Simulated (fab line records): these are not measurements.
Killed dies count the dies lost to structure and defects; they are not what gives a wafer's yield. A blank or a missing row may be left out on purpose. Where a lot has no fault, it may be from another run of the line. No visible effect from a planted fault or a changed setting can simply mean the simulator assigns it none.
The tool behind it: which one? || flow berkeley_cmos170 || 18 wafers from 6 lots sampled at 2 of the route's 331 steps

== WHAT THE GAUGES READ, wafer by wafer ==
UCB170_M2_RS_MEAS_02: a four-point-probe measurement.
{"lot": "L450", "measured": "day 8 23:41", "on": "film_metro-01", "M2_AL_RS (ohm/sq)": "0.0322 0.0326 0.0322"}
{"lot": "L449", "measured": "day 8 23:24", "on": "film_metro-02", "M2_AL_RS (ohm/sq)": "0.0320 0.0319 0.0321"}
{"lot": "L453", "measured": "day 9 21:59", "on": "film_metro-03", "M2_AL_RS (ohm/sq)": "0.0328 0.0329 0.0327"}
{"lot": "L457", "measured": "day 10 06:50", "on": "film_metro-02", "M2_AL_RS (ohm/sq)": "0.0328 0.0324 0.0330"}
{"lot": "L462", "measured": "day 11 16:35", "on": "film_metro-02", "M2_AL_RS (ohm/sq)": "0.0320 0.0320 0.0320"}
{"lot": "L464", "measured": "day 12 11:23", "on": "film_metro-03", "M2_AL_RS (ohm/sq)": "0.0327 0.0329 0.0329"}

== WHICH TOOL RAN EACH LOT (tool, then ch and the chambers of the sampled wafers, then the start) ==
{"lot": "L450", "UCB170_M2_SPUTTER_01": "pvd_sputter-02, day 8 23:37"}
{"lot": "L449", "UCB170_M2_SPUTTER_01": "pvd_sputter-04, day 8 23:19"}
{"lot": "L453", "UCB170_M2_SPUTTER_01": "pvd_sputter-02, day 9 21:53"}
{"lot": "L457", "UCB170_M2_SPUTTER_01": "pvd_sputter-02, day 10 06:46"}
{"lot": "L462", "UCB170_M2_SPUTTER_01": "pvd_sputter-02, day 11 16:30"}
{"lot": "L464", "UCB170_M2_SPUTTER_01": "pvd_sputter-02, day 12 11:16"}
- UCB170_M2_SPUTTER_01: material Al, target thk 900 nm, time 120 s.

== THE ANSWER, worked out from the rows above alone ==
Rule: usual is defined by the lots themselves. Put in order of their means at a reading, lots are off if they are a third of the lots or fewer, leave a main group of 4 or more, and stand apart from it by a gap of 3 or more times the standard deviation of the main group's means; of several such gaps the widest counts. Not used: any main group whose means are identical at the precision the tables above print for the reading. Also off: a lot with no number at a reading for which 4 or more lots have one. All remaining lots with rows at the step are treated as sound.
No lot is off on any of the readings shown, so nothing can be concluded from this.

== WHAT WAS PUT IN BY THE SIMULATOR ==
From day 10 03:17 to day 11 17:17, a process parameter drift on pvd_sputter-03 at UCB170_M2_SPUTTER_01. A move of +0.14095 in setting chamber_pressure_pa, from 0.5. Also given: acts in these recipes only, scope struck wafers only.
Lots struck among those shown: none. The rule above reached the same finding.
